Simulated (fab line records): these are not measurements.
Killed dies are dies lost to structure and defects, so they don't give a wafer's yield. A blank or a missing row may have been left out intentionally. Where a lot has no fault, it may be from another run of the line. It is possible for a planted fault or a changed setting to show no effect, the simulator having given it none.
Comparing a struck lot with a sound one    flow rit cmos    18 out of 202 route steps
Sound: these wafers, L431.3, L431.4, L431.6. The struck wafers were L442.1, L442.5, L442.6. The cause comes at the end.
Order at every step that has rows: each side's tool, ch and its chambers, its first start. Under that, the readings that differ: sound wafers    struck wafers    difference of the means    sigmas: that difference in standard deviations of wafers without a fault.
alike: words and numbers the same on both sides, and readings whose means are apart by under 2 such deviations; not compared: readings that were withheld, readings missing a value for some wafer, numbers with overlapping values and no deviation given by the record, and bounds like >300 which may hide the same value.
Wherever a step has rows on one side only, a row that says differs or no value, or a row with sigmas, the two part there. Non-overlapping numbers with no deviation appear without sigmas and do not part them. A reading that every wafer of one side lacks parts them only if that side has two wafers or more.

first, 1 step without rows for these wafers: RIT_PWELL_DEVELOP_05 (develop time 68 s).
RIT_PWELL_OVL_MEAS_06:
  sound: overlay-02 at day 2 03:43; struck: overlay-02 at day 4 11:33
  alike: PWELL_OVL
then, 2 steps without rows for these wafers: RIT_PWELL_HARDBAKE_07 (time 120 s); RIT_PWELL_IMPLANT_08.
RIT_PWELL_STRIP_09: strips in O2, time 180 s.
  sound on plasma asher-01 ch 0,1, day 2 04:11; struck on plasma asher-02 ch 0,1, day 4 11:59
  alike: drypump motor current A
  not compared: rf hours counter h
RIT_PWELL_TW_MEAS_10:
  sound: film metro-03 at day 2 04:20; struck: film metro-04 at day 4 12:10
  alike: PWELL_TW
then, 1 step without rows for these wafers: RIT_WELLDRIVE_ANNEAL_00 (time 14700 s).
RIT_WELLDRIVE_RS_MEAS_01: a four-point-probe measurement.
  sound: film metro-03 at day 2 10:16; struck: film metro-01 at day 4 17:29
  alike: NWELL_RS
RIT_WELLDRIVE_RS_MEAS_02: a four-point-probe measurement.
  sound: film metro-03 at day 2 10:23; struck: film metro-01 at day 4 17:36
  alike: PWELL_RS
then, 3 steps without rows for these wafers: RIT_NRETRO_HMDS_00 (prime time 60 s); RIT_NRETRO_COAT_01 (resist thk 1300 nm); RIT_NRETRO_SOFTBAKE_02 (time 60 s).
RIT_NRETRO_EXPOSE_03: exposes mask M4, target cd 43900 nm.
  sound on iline stepper-02 ch 0, day 2 11:05; struck on iline stepper-01 ch 0, day 4 18:17
reading                         sound                 struck                difference  sigmas
model.NRETRO.overlay x nm (nm)  -1.001 -1.001 -1.001  -300.2 -300.2 -300.2  -299.2      
  alike: mask
then, 2 steps without rows for these wafers: RIT_NRETRO_PEB_04; RIT_NRETRO_DEVELOP_05 (develop time 68 s).
RIT_NRETRO_OVL_MEAS_06:
  sound: overlay-02 at day 2 11:29; struck: overlay-01 at day 4 18:43
reading          sound           struck                difference  sigmas
NRETRO_OVL (nm)  -1.8 -3.3 -2.6  -300.0 -302.5 -300.2  -298.3      -99 or more
then, 1 step without rows for these wafers: RIT_NRETRO_HARDBAKE_07 (time 120 s).
RIT_M1_PROBE_99:
  sound: prober-02 at day 3 18:00; struck: prober-01 at day 5 23:14
reading                                     sound                 struck                difference  sigmas
model.etest.retro edge pmos.off log10 a um  -10.27 -10.49 -10.23  -7.896 -8.009 -7.862  +2.408      
model.etest.retro edge nmos.off log10 a um  -10.13 -10.25 -10.06  -7.772 -7.869 -7.367  +2.477      
  alike: killed at front end, killed dies, killed open, killed short
  not compared: model.etest.well edge right.line ohm um

WHERE THEY PART
Within this record, at RIT_NRETRO_OVL_MEAS_06 only. Later steps at which nothing parts them and some readings are alike: RIT_M1_PROBE_99.

WHY: what had been put in by the simulator
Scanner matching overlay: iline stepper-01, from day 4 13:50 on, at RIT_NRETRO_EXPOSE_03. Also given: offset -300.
